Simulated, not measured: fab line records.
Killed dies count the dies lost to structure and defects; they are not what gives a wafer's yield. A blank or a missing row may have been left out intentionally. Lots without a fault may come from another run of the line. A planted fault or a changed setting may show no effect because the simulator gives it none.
The tool behind it: which one?    flow ritCmos    7 lots with 21 wafers sampled at 2 steps, on a route of 202 steps

== WHAT THE GAUGES READ, wafer by wafer ==
RIT_SDANNEAL_RS_MEAS_04: measures by four-point-probe.
lot   measured     on            PSD_RS (ohm/sq)
L523  day 3 06:34  filmMetro-01  115.8 115.6 115.9
L525  day 3 16:11  filmMetro-01  115.9 115.9 115.9
L529  day 4 13:50  filmMetro-03  145.1 145.2 144.9
L531  day 4 22:08  filmMetro-02  143.9 144.0 144.3
L538  day 6 10:43  filmMetro-01  116.0 116.1 116.0
L541  day 7 01:28  filmMetro-02  115.9 115.9 115.9
L545  day 7 20:50  filmMetro-02  115.6 115.4 115.6

== WHAT TOOL EACH LOT RAN ON (gives the tool, then ch and the chambers of the sampled wafers, and finally the start) ==
lot   RIT_SDANNEAL_RTA_03
L523  rtpAnneal-02 ch 0, day 3 06:30
L525  rtpAnneal-02 ch 0, day 3 16:04
L529  rtpAnneal-02 ch 0, day 4 13:47
L531  rtpAnneal-02 ch 0, day 4 22:05
L538  rtpAnneal-01 ch 0, day 6 10:38
L541  rtpAnneal-01 ch 0, day 7 01:24
L545  rtpAnneal-01 ch 0, day 7 20:46
- RIT_SDANNEAL_RTA_03: time 5 s.

== THE ANSWER, worked out from the rows above alone ==
Rule: usual is defined by the lots themselves. The widest of any qualifying gaps counts: lots, ordered by their means at a reading, are off when they make up no more than a third of the lots, leave a main group of 4 or more, and stand apart from it by 3 or more times the standard deviation of that group's means. A main group whose means are all the same, to the digits that the tables above print for the reading, isn't used. Also off: a lot with no number at a reading for which 4 or more lots have one. The other lots that the step has rows for count as sound.
Off: at RIT_SDANNEAL_RS_MEAS_04 (PSD_RS), L529, L531. Main group: mean 115.8 ohm/sq, sd 0.17.
If a tool, at a process step before that reading, ran all the lots that are off and no sound lot after the first of them, it fits. Those tools and the gauges at RIT_SDANNEAL_RS_MEAS_04 are tried in the same way. One fits: rtpAnneal-02 at RIT_SDANNEAL_RTA_03. Its last sound lot is L525 (day 3 16:04), its first lot that is off L529 (day 4 13:47): a fault that began between those two fits.

== WHAT THE SIMULATOR HAD PUT IN ==
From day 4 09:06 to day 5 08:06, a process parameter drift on rtpAnneal-02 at RIT_SDANNEAL_RTA_03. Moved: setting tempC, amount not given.
Lots struck among those shown: L529, L531. This agrees with what the rule above found.
